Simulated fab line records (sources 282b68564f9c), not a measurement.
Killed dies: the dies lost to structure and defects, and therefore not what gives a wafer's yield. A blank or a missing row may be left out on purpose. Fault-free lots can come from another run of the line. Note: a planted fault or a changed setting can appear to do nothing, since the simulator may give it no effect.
fab line records	flow rit-cmos
[record] lots = 6	wafers = 18	last-day = 7
route steps=202 shown CONTACT@172 M1@184
lots that met no fault: taken from a fault-free run of the same line
start-h: hours from the record's opening day to when the first of the lot's shown wafers began	wait-h: hours from the lot's prior step to this one	" repeats the value in the row above	L1.1+2: a row that stands for several wafers	- value missing, or start not given	* or withheld: withheld	< > ~ a bound
route shown NAME@n: NAME is a module with steps in the file, n the number in the route of the first one	usual: mean/standard deviation of fault-free wafers	same: alike in all rows	chamber/n: place in a boat	sites: the reading at each site	_std_site: standard deviation across them	_edge_site: outer sites' mean less inner sites'	radius-mm: how far each site lies from the wafer's centre	mask NAME#n: copy n	behind: tool/chamber where the wafer was last shaped	hold: why the lot was held/for how many hours/how that ended	device: names the non-switching transistor (n, p or np)	end of line: tests run on the same wafers once the route is complete	a step with no rows: only its recipe	killed: dies that structure and defects cost at the first sort, which is not the same as the wafer's yield	map: dies across one wafer; x = killed, . = not, _ = none there
set.NAME: the setting the step ran with; set.NAME@STEP: the setting that earlier step ran with	model.NAME: the simulator's own value behind a step, which no gauge read
lots seen at some steps along the route; tables by step, rows by wafer
services: a tool's chamber out of use, with start hour (start-h, from the record's first day; less than 0 if before it), hours out, and reason
[[steps]]
[step RIT_CONTACT_SOFTBAKE_04]
[recipe] resist = NOVOLAK	temp-c = 90	time-s = 60
[step RIT_CONTACT_EXPOSE_05]
[recipe] mask-id = M11	na = 0.6	source-shape = conventional	sigma-outer = 0.5	target-cd-nm = 1000	dose-mj = 250
[step RIT_CONTACT_PEB_06]
[recipe] resist = NOVOLAK	temp-c = withheld	time-s = withheld
[step RIT_CONTACT_DEVELOP_07]
[recipe] resist = NOVOLAK	develop-time-s = 120	dev-temp-c = 23
[step RIT_CONTACT_CD_MEAS_08]
[recipe] target-cd-nm = 1000
[usual] cd-nm = 999.5/2
lot.wafer	tool	chamber	start-h	wait-h	cd-nm
L716.1	cd-sem-02	-	72.91	-	996.4
L716.4	"	-	"	"	995.7
L716.5	"	-	"	"	995.0
L722.1	cd-sem-01	-	93.54	-	996.3
L722.3	"	-	"	"	999.2
L722.5	"	-	"	"	997.0
L728.3	cd-sem-01	-	123.74	-	1001.9
L728.4	"	-	"	"	1000.9
L728.5	"	-	"	"	1001.4
L730.1	cd-sem-02	-	132.63	-	997.7
L730.3	"	-	"	"	995.6
L730.4	"	-	"	"	997.9
L735.1	cd-sem-01	-	158.50	-	1001.2
L735.3	"	-	"	"	1000.9
L735.6	"	-	"	"	1001.0
L736.1	cd-sem-01	-	167.32	-	998.2
L736.3	"	-	"	"	998.7
L736.5	"	-	"	"	998.5
[step RIT_CONTACT_OVL_MEAS_09]
[usual] CONTACT_OVL = 0.0/1.3
lot.wafer	tool	chamber	start-h	wait-h	CONTACT_OVL[nm]
L716.1	overlay-02	-	73.03	0.1	-0.5
L716.4	"	-	"	"	-0.3
L716.5	"	-	"	"	0.3
L722.1	overlay-01	-	93.66	0.1	1.2
L722.3	"	-	"	"	0.1
L722.5	"	-	"	"	-0.3
L728.3	overlay-02	-	123.83	0.1	2.5
L728.4	"	-	"	"	3.1
L728.5	"	-	"	"	3.2
L730.1	overlay-01	-	132.75	0.1	-1.5
L730.3	"	-	"	"	-0.7
L730.4	"	-	"	"	0.3
L735.1	overlay-01	-	158.62	0.1	-1.4
L735.3	"	-	"	"	-1.2
L735.6	"	-	"	"	-0.2
L736.1	overlay-02	-	167.44	0.1	0.8
L736.3	"	-	"	"	0.7
L736.5	"	-	"	"	-0.3
[step RIT_CONTACT_HARDBAKE_10]
[recipe] resist = NOVOLAK	temp-c = 140	time-s = 60
[step RIT_CONTACT_ETCH_11]
[recipe] target-depth-a = 4800	over-etch-frac = 0.2	stop-on = TiSi2	chemistry = CHF3/CF4/Ar	target = SiO2	CHF3_flow_sccm = 50	cf4-flow-sccm = 10	Ar_flow_sccm = 100	O2_flow_sccm = 5	pressure-mtorr = 100	rf-w = 200	time-s = 320
[usual] CHF3_flow_sccm = 50.02/0.16	drypump-motor-current-A = 5.5/0.51	oes-product-au = 0.983/0.015	rf-fwd-power-W = 199.4/0.66	throttle-valve-pct = 8.83/0.13
lot.wafer	tool	chamber	start-h	wait-h	CHF3_flow_sccm	drypump-motor-current-A	oes-product-au	rf-fwd-power-W	rf-hours-counter-h	throttle-valve-pct
L716.1	rie-diel-01	0	73.21	0.1	49.71	5.9	0.999	198.5	7	8.84
L716.4	"	3	"	"	49.80	4.8	1.003	200.3	142	8.75
L716.5	"	1	"	"	50.14	5.0	0.994	199.1	-	8.83
L722.1	rie-diel-01	0	93.85	0.1	49.79	5.9	0.995	199.2	7	8.83
L722.3	"	3	"	"	49.94	4.8	0.993	200.4	142	8.76
L722.5	"	1	"	"	49.96	5.1	0.984	198.9	-	8.81
L728.3	rie-diel-02	2	124.01	0.1	50.09	5.3	0.965	198.5	9	8.58
L728.4	"	0	"	"	50.33	5.3	0.976	198.9	102	8.99
L728.5	"	1	"	"	50.10	5.3	0.958	199.0	-	8.80
L730.1	rie-diel-02	0	132.94	0.1	50.10	5.3	0.975	200.2	102	9.00
L730.3	"	2	"	"	50.28	5.3	0.966	199.8	9	8.57
L730.4	"	1	"	"	50.00	5.4	0.960	199.7	1	8.81
L735.1	rie-diel-02	3	158.80	0.1	50.13	6.7	0.998	198.5	138	8.91
L735.3	"	2	"	"	50.16	5.3	0.955	200.5	10	8.58
L735.6	"	0	"	"	49.71	5.3	0.981	199.3	-	9.00
L736.1	rie-diel-02	2	167.63	0.1	50.02	5.3	0.971	199.8	10	8.58
L736.3	"	1	"	"	50.02	5.3	0.962	199.2	2	8.78
L736.5	"	2	"	"	49.84	5.3	0.967	200.7	-	8.57
[step RIT_CONTACT_STRIP_12]
[recipe] chemistry = O2	time-s = 180	resist = NOVOLAK	platen-temp-c = withheld	power-w = 500	pressure-mtorr = 4000	o2-flow-sccm = 4000
[usual] drypump-motor-current-A = 6.0/0.5
lot.wafer	tool	chamber	start-h	wait-h	drypump-motor-current-A	rf-hours-counter-h
L716.1	plasma-asher-02	0	73.41	0.1	6.1	29
L716.4	"	1	"	"	6.4	-
L716.5	"	1	"	"	6.4	-
L722.1	plasma-asher-02	0	94.04	0.1	6.1	31
L722.3	"	1	"	"	6.4	-
L722.5	"	0	"	"	6.1	-
L728.3	plasma-asher-02	0	124.26	0.2	6.1	-
L728.4	"	1	"	"	6.4	-
L728.5	"	0	"	"	6.1	-
L730.1	plasma-asher-02	0	133.13	0.1	6.1	36
L730.3	"	0	"	"	6.1	-
L730.4	"	1	"	"	6.4	-
L735.1	plasma-asher-02	0	159.00	0.1	6.1	39
L735.3	"	1	"	"	6.4	-
L735.6	"	1	"	"	6.4	-
L736.1	plasma-asher-01	1	167.82	0.1	5.1	53
L736.3	"	0	"	"	6.6	-
L736.5	"	0	"	"	6.6	-
[step RIT_CONTACT_CD_MEAS_90]
[recipe] target-cd-nm = 1000
[usual] cd-nm = 999.6/2.1
lot.wafer	tool	chamber	start-h	wait-h	cd-nm
L716.1	cd-sem-01	-	73.58	0.1	996.7
L716.4	"	-	"	"	996.1
L716.5	"	-	"	"	994.9
L722.1	cd-sem-01	-	94.22	0.1	996.5
L722.3	"	-	"	"	999.4
L722.5	"	-	"	"	997.5
L728.3	cd-sem-01	-	124.42	0.1	1001.7
L728.4	"	-	"	"	1001.9
L728.5	"	-	"	"	1001.8
L730.1	cd-sem-02	-	133.31	0.1	998.6
L730.3	"	-	"	"	995.4
L730.4	"	-	"	"	998.1
L735.1	cd-sem-02	-	159.17	0.1	1001.6
L735.3	"	-	"	"	1000.8
L735.6	"	-	"	"	1001.7
L736.1	cd-sem-02	-	168.00	0.1	998.7
L736.3	"	-	"	"	998.6
L736.5	"	-	"	"	998.0
[step RIT_CONTACT_CLEAN_13]
[recipe] chemistry = SC1	mix = 3:3:50	time-s = 600	temp-c = 75
[step RIT_CONTACT_CLEAN_14]
[recipe] chemistry = SC2	mix = 3:3:50	time-s = 600	temp-c = 75	dry = n2-spin
[step RIT_M1_SPUTTER_00]
[recipe] material = Al	target-thk-nm = 400	power-w = 2000	chamber-pressure-pa = 0.4	gas = Ar	time-s = 500	substrate-temp-c = 25
[usual] substrate-temp-c = 24.99/0.11	throttle-valve-pct = 30.0/0.75
lot.wafer	tool	chamber	start-h	wait-h	substrate-temp-c	throttle-valve-pct	model.Al_of_M1_SPUTTER_00.thk-nm
L716.1	pvd-sputter-02	-	74.07	0.0	25.11	29.5	400.9
L716.4	"	-	"	"	24.97	31.3	404.9
L716.5	"	-	"	"	24.98	29.6	399.3
L722.1	pvd-sputter-03	-	94.69	0.0	24.98	29.1	407.1
L722.3	"	-	"	"	24.92	29.6	402.6
L722.5	"	-	"	"	24.92	29.5	405.6
L728.3	pvd-sputter-02	-	125.20	0.0	25.15	31.6	490.4
L728.4	"	-	"	"	25.11	29.5	486.5
L728.5	"	-	"	"	24.92	31.7	491.6
L730.1	pvd-sputter-02	-	133.97	0.0	25.09	29.8	493.7
L730.3	"	-	"	"	24.97	30.8	490
L730.4	"	-	"	"	24.96	31.5	493.4
L735.1	pvd-sputter-03	-	159.67	0.0	25.02	29.4	403.6
L735.3	"	-	"	"	25.11	29.5	402.9
L735.6	"	-	"	"	25.03	29.4	402.7
L736.1	pvd-sputter-04	-	168.48	0.0	25.06	29.5	404.3
L736.3	"	-	"	"	25.01	30.1	410.7
L736.5	"	-	"	"	25.01	30.2	411.3
[step RIT_M1_RS_MEAS_01]
[recipe] thk-meas-gauge = four-point-probe	reads = Al_of_M1_SPUTTER_00
[usual] M1_AL_RS = 0.0730/0.00067
lot.wafer	tool	chamber	start-h	wait-h	M1_AL_RS[ohm/sq]
L716.1	film-metro-02	-	74.36	0.1	0.0734
L716.4	"	-	"	"	0.0727
L716.5	"	-	"	"	0.0737
L722.1	film-metro-04	-	94.98	0.1	0.0720
L722.3	"	-	"	"	0.0730
L722.5	"	-	"	"	0.0723
L728.3	film-metro-01	-	125.53	0.2	0.0599
L728.4	"	-	"	"	0.0602
L728.5	"	-	"	"	0.0596
L730.1	film-metro-02	-	134.28	0.2	0.0592
L730.3	"	-	"	"	0.0597
L730.4	"	-	"	"	0.0592
L735.1	film-metro-01	-	159.97	0.1	0.0729
L735.3	"	-	"	"	0.0730
L735.6	"	-	"	"	0.0730
L736.1	film-metro-04	-	168.78	0.1	0.0727
L736.3	"	-	"	"	0.0715
L736.5	"	-	"	"	0.0712
[step RIT_M1_THK_MEAS_02]
[recipe] thk-meas-gauge = xrf	reads = Al_of_M1_SPUTTER_00
[usual] M1_AL_THK = 405/3.8
lot.wafer	tool	chamber	start-h	wait-h	M1_AL_THK[nm]
L716.1	film-metro-02	-	74.48	0.1	400
L716.4	"	-	"	"	406
L716.5	"	-	"	"	401
L722.1	film-metro-04	-	95.10	0.1	406
L722.3	"	-	"	"	401
L722.5	"	-	"	"	405
L728.3	film-metro-01	-	125.63	0.1	498
L728.4	"	-	"	"	495
L728.5	"	-	"	"	499
L730.1	film-metro-02	-	134.40	0.1	497
L730.3	"	-	"	"	493
L730.4	"	-	"	"	496
L735.1	film-metro-01	-	160.09	0.1	408
L735.3	"	-	"	"	407
L735.6	"	-	"	"	409
L736.1	film-metro-04	-	168.90	0.1	406
L736.3	"	-	"	"	414
L736.5	"	-	"	"	411
[step RIT_M1_HMDS_03]
[recipe] prime-time-s = 60	prime-temp-c = 140
[step RIT_M1_COAT_04]
[recipe] resist = NOVOLAK	spin-rpm = 2000	resist-thk-nm = 1300
[step RIT_M1_SOFTBAKE_05]
[recipe] resist = NOVOLAK	temp-c = 90	time-s = 60
[step RIT_M1_EXPOSE_06]
[recipe] mask-id = M12	na = 0.6	source-shape = conventional	sigma-outer = 0.5	target-cd-nm = 2600	dose-mj = 250
[step RIT_M1_PEB_07]
[recipe] resist = NOVOLAK	temp-c = withheld	time-s = withheld
[step RIT_M1_DEVELOP_08]
[recipe] resist = NOVOLAK	develop-time-s = 68	dev-temp-c = 23
[step RIT_M1_CD_MEAS_09]
[recipe] target-cd-nm = 2600
[usual] cd-nm = 2600.8/2
lot.wafer	tool	chamber	start-h	wait-h	cd-nm
L716.1	cd-sem-02	-	75.43	-	2601.2
L716.4	"	-	"	"	2602.0
L716.5	"	-	"	"	2600.2
L722.1	cd-sem-02	-	96.04	-	2604.6
L722.3	"	-	"	"	2604.8
L722.5	"	-	"	"	2602.9
L728.3	cd-sem-01	-	126.72	-	2599.6
L728.4	"	-	"	"	2600.6
L728.5	"	-	"	"	2600.7
L730.1	cd-sem-01	-	135.47	-	2599.0
L730.3	"	-	"	"	2599.7
L730.4	"	-	"	"	2600.3
L735.1	cd-sem-01	-	161.03	-	2602.4
L735.3	"	-	"	"	2601.5
L735.6	"	-	"	"	2600.1
L736.1	cd-sem-02	-	169.96	-	2602.6
L736.3	"	-	"	"	2603.9
L736.5	"	-	"	"	2603.3
[step RIT_M1_OVL_MEAS_10]
[usual] M1_OVL = -0.2/1.1
lot.wafer	tool	chamber	start-h	wait-h	M1_OVL[nm]
L716.1	overlay-01	-	75.55	0.1	1.3
L716.4	"	-	"	"	2.3
L716.5	"	-	"	"	0.7
L722.1	overlay-02	-	96.16	0.1	1.3
L722.3	"	-	"	"	0.0
L722.5	"	-	"	"	1.4
L728.3	overlay-01	-	126.81	0.1	0.7
L728.4	"	-	"	"	-1.6
L728.5	"	-	"	"	-1.0
L730.1	overlay-01	-	135.59	0.1	-0.6
L730.3	"	-	"	"	0.3
L730.4	"	-	"	"	0.4
L735.1	overlay-01	-	161.15	0.1	0.3
L735.3	"	-	"	"	0.0
L735.6	"	-	"	"	-1.7
L736.1	overlay-02	-	170.08	0.1	0.1
L736.3	"	-	"	"	-0.8
L736.5	"	-	"	"	-1.5
[step RIT_M1_HARDBAKE_11]
[recipe] resist = NOVOLAK	temp-c = 140	time-s = 120
[step RIT_M1_METAL_ETCH_12]
[recipe] stop-on = SiO2	chemistry = Cl2/BCl3	target = Al	time-s = 165	over-etch-frac = 0.5	pressure-mtorr = 100	target-depth-a = 6000	rf-w = 250	Cl2_flow_sccm = 60	bcl3-flow-sccm = 50
[usual] drypump-motor-current-A = 5.83/0.28	oes-product-au = 0.782/0.01	rf-fwd-power-W = 248.8/0.82	throttle-valve-pct = 8.14/0.13
lot.wafer	tool	chamber	start-h	wait-h	drypump-motor-current-A	oes-product-au	rf-fwd-power-W	rf-hours-counter-h	throttle-valve-pct
L716.1	rie-metal-04	1	76.06	0.2	5.94	0.795	249.0	1	8.35
L716.4	"	0	"	"	5.78	0.776	248.3	-	7.94
L716.5	"	0	"	"	5.78	0.764	248.7	-	7.94
L722.1	rie-metal-03	1	96.45	0.2	5.59	0.793	249.6	33	8.02
L722.3	"	1	"	"	5.57	0.790	249.5	-	8.02
L722.5	"	1	"	"	5.58	0.787	248.9	-	8.02
L728.3	rie-metal-04	0	127.22	0.2	5.79	0.864	249.2	-	7.94
L728.4	"	1	"	"	5.95	0.888	247.9	-	8.31
L728.5	"	1	"	"	5.94	0.885	247.4	-	8.31
L730.1	rie-metal-02	1	135.87	0.2	5.59	0.867	247.6	3	8.11
L730.3	"	0	"	"	6.39	0.884	249.4	-	8.18
L730.4	"	1	"	"	5.57	0.876	247.5	-	8.11
L735.1	rie-metal-02	0	161.44	0.2	6.35	0.769	248.4	3	8.19
L735.3	"	1	"	"	5.54	0.778	250.1	-	8.11
L735.6	"	0	"	"	6.39	0.775	248.6	-	8.19
L736.1	rie-metal-04	1	170.37	0.2	5.94	0.801	248.9	2	8.33
L736.3	"	1	"	"	5.94	0.794	250.0	-	8.34
L736.5	"	1	"	"	5.96	0.802	248.8	-	8.32
[step RIT_M1_STRIP_13]
[recipe] chemistry = nmp	resist = NOVOLAK	temp-c = 80	time-s = 600	dry = n2-spin
[step RIT_M1_PROBE_99]
[usual] defect-limited-yield = 97.1/1.3	killed-at-front-end = 8/3.3	killed-dies = 8/3.3	killed-open = 3.9/2.1	killed-short = 3.8/2.2	sort_bin_3_pad_short = 0.1/0.23	sort_bin_5_function = 1.7/0.93	sort_bin_6_memory = 1.0/0.68	sort-n-pass = 256/3.3	sort-yield-pct = 97.1/1.3
[same] gross-dies = 264	killed_at_M0_to_M3 = 0	killed_at_M4_up = 0	killed-at-back-side = 0	killed-at-contacts = 0	killed-at-other = 0
lot.wafer	tool	chamber	start-h	wait-h	defect-limited-yield[%]	killed-at-front-end	killed-dies	killed-open	killed-short	sort_bin_3_pad_short[%]	sort_bin_5_function[%]	sort_bin_6_memory[%]	sort-n-pass	sort-yield-pct[%]	model.etest.m1-comb-over-steps.leak-log10-a-um	model.etest.m1.rs-ohm-sq	model.etest.antenna-m1.vt-shift-v
L716.1	prober-02	-	79.46	0.1	98.1	5	5	1	4	0.8	0.4	0.8	259	98.1	-12.73	0.07228	-0.01235
L716.4	prober-02	-	79.61	0.2	98.1	5	5	1	4	0	1.5	0.4	259	98.1	-12.67	0.07116	-0.01288
L716.5	prober-02	-	79.66	0.2	96.2	10	10	5	5	0.4	1.5	1.9	254	96.2	-12.83	0.07283	-0.009509
L722.1	prober-02	-	98.70	0.1	98.5	4	4	1	3	0	1.5	0	260	98.5	-12.69	0.07091	-0.01443
L722.3	prober-02	-	98.80	0.2	94.3	15	15	9	6	0	4.9	0.8	249	94.3	-12.83	0.07169	-0.01792
L722.5	prober-02	-	98.90	0.2	95.8	11	11	4	7	0	1.9	2.3	253	95.8	-12.75	0.07193	-0.01398
L728.3	prober-02	-	129.52	0.2	98.1	5	5	2	3	0	0.4	1.5	259	98.1	-12.92	0.05933	-0.008689
L728.4	prober-02	-	129.57	0.2	98.5	4	4	3	1	0.4	0.8	0.4	260	98.5	-12.77	0.05997	-0.004751
L728.5	prober-02	-	129.62	0.2	98.1	5	5	4	1	0	1.1	0.8	259	98.1	-12.81	0.05881	-0.008753
L730.1	prober-02	-	138.47	0.1	93.9	16	16	5	11	0.8	3.8	1.5	248	93.9	-11.83	0.05904	-0.006305
L730.3	prober-02	-	138.57	0.2	97.7	6	6	5	1	0	0.8	1.5	258	97.7	-12.71	0.0588	-0.005899
L730.4	prober-02	-	138.62	0.2	98.1	5	5	2	3	0	1.1	0.8	259	98.1	-11.36	0.05899	-0.005575
L735.1	prober-01	-	163.69	0.1	96.2	10	10	4	6	0	2.7	1.1	254	96.2	-12.81	0.07105	-0.01386
L735.3	prober-01	-	163.79	0.2	95.8	11	11	5	6	0	1.1	3.0	253	95.8	-12.76	0.07214	-0.007605
L735.6	prober-01	-	163.94	0.2	97.3	7	7	4	3	0.4	0.8	1.5	257	97.3	-12.79	0.07168	-0.01367
L736.1	prober-02	-	173.74	0.1	97.0	8	8	3	4	0	1.9	1.1	256	97.0	-12.73	0.07179	-0.01039
L736.3	prober-02	-	173.84	0.2	97.7	6	6	3	3	0	1.9	0.4	258	97.7	-12.76	0.07063	-0.01126
L736.5	prober-02	-	173.94	0.2	97.7	6	6	3	3	0.4	1.1	0.8	258	97.7	-12.75	0.0706	-0.0132
// killed by level:class
L716.1 SILICIDE:geometric-particle:short=2 FOX1:geometric-particle:short=1 GATE:geometric-particle:open=1 GATE:geometric-particle:short=1
L716.4 GATE:geometric-particle:short=3 FOX2:geometric-particle:short=1 GATE:geometric-particle:open=1
L716.5 GATE:geometric-particle:open=4 GATE:geometric-particle:short=2 SILICIDE:geometric-particle:short=2 FOX2:geometric-particle:short=1 REOX:geometric-particle:open=1
L722.1 FOX2:geometric-particle:open=1 GATE:geometric-particle:short=1 REOX:geometric-particle:short=1 SPACER:geometric-particle:short=1
L722.3 GATE:geometric-particle:open=3 FOX1:geometric-particle:short=2 FOX1:geometric-particle:open=2 GATE:geometric-particle:short=2 SILICIDE:geometric-particle:open=2 FOX2:geometric-particle:short=1 REOX:geometric-particle:open=1 SPACER:geometric-particle:open=1
L722.5 FOX1:geometric-particle:short=3 FOX2:geometric-particle:short=2 FOX1:geometric-particle:open=1 SPACER:geometric-particle:open=1 GATE:geometric-particle:open=1 GATE:geometric-particle:short=1 SILICIDE:geometric-particle:open=1 SILICIDE:geometric-particle:short=1
L728.3 GATE:geometric-particle:short=3 FOX1:geometric-particle:open=1 GATE:geometric-particle:open=1
L728.4 GATE:geometric-particle:open=2 FOX2:geometric-particle:short=1 SPACER:geometric-particle:open=1
L728.5 GATE:geometric-particle:open=2 FOX2:geometric-particle:open=1 FOX2:geometric-particle:short=1 REOX:geometric-particle:open=1
L730.1 GATE:geometric-particle:short=4 FOX1:geometric-particle:open=3 SILICIDE:geometric-particle:short=3 GATE:geometric-particle:open=2 FOX1:geometric-particle:short=2 SPACER:geometric-particle:short=2
L730.3 SPACER:geometric-particle:open=3 FOX2:geometric-particle:open=1 REOX:geometric-particle:open=1 SPACER:geometric-particle:short=1
L730.4 GATE:geometric-particle:open=2 GATE:geometric-particle:short=2 SPACER:geometric-particle:short=1
L735.1 GATE:geometric-particle:short=2 REOX:geometric-particle:short=2 SILICIDE:geometric-particle:open=2 FOX2:geometric-particle:open=1 FOX2:geometric-particle:short=1 GATE:geometric-particle:open=1 SPACER:geometric-particle:short=1
L735.3 FOX2:geometric-particle:short=2 GATE:geometric-particle:open=2 REOX:geometric-particle:open=2 FOX1:geometric-particle:short=1 GATE:geometric-particle:short=1 SPACER:geometric-particle:short=1 SILICIDE:geometric-particle:open=1 SILICIDE:geometric-particle:short=1
L735.6 GATE:geometric-particle:open=2 FOX1:geometric-particle:open=1 GATE:geometric-particle:short=1 REOX:geometric-particle:open=1 SPACER:geometric-particle:short=1 SILICIDE:geometric-particle:short=1
L736.1 GATE:geometric-particle:short=3 FOX2:geometric-particle:short=1 FOX2:geometric-particle:open=1 GATE:geometric-particle:open=1 SILICIDE:geometric-particle:open=1 PWELL:coat-microbubble-printed=1
L736.3 GATE:geometric-particle:open=2 FOX1:geometric-particle:short=1 GATE:geometric-particle:short=1 REOX:geometric-particle:short=1 SPACER:geometric-particle:open=1
L736.5 GATE:geometric-particle:short=2 FOX1:geometric-particle:open=1 GATE:geometric-particle:open=1 REOX:geometric-particle:short=1 SILICIDE:geometric-particle:open=1
[[services]]
tool	chamber	start-h	hours	kind
rie-diel-02	1	59.75	-	clean
rie-diel-02	1	59.75	12.9	scheduled-down
rie-diel-02	1	59.75	12.9	vent-cycle
rie-metal-03	-	89.51	1.4	pm
rie-metal-02	0	91.56	1.2	repair
rie-diel-01	-	98.85	2.4	repair
pvd-sputter-03	-	102.09	3.1	repair
plasma-asher-01	-	112.34	9.9	pm
rie-metal-03	-	127.16	1.6	repair
rie-diel-01	2	131.50	3.7	repair
rie-metal-03	-	136.12	20.0	pm
rie-metal-03	0	136.12	20.0	vent-cycle
rie-metal-03	1	136.12	20.0	vent-cycle
rie-metal-03	0	156.12	-	clean
rie-metal-03	1	156.12	-	clean
pvd-sputter-03	-	164.24	3.5	repair
[[key]]
[first-sign] step = RIT_M1_RS_MEAS_01	reading = M1_AL_RS	direction = down	sigmas = 20	usual = 0.0730	struck = 0.0596
[effect] step = RIT_M1_THK_MEAS_02	reading = M1_AL_THK	direction = up	sigmas = 24	usual = 405	struck = 496
[effect] step = RIT_M1_METAL_ETCH_12	reading = oes-product-au	direction = up	sigmas = 9.1	usual = 0.782	struck = 0.877
[model-effect] step = RIT_M1_SPUTTER_00	value = Al_of_M1_SPUTTER_00.thk-nm	without = 404.7	struck = 490.9
[model-effect] step = RIT_M1_PROBE_99	value = etest.m1-comb-over-steps.leak-log10-a-um	without = -12.79	struck = -12.4
met-at RIT_M1_SPUTTER_00
struck-wafers L728.3,L728.4,L728.5,L730.1,L730.3,L730.4
onset-between 74.07 125.20
[fault] kind = process-parameter-drift	tool = pvd-sputter-02	chamber = -	onset-h = 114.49	steps = RIT_M1_SPUTTER_00	channel = time-s	offset = *	shape = step	end-h = 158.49	acts-in = *	stated = *
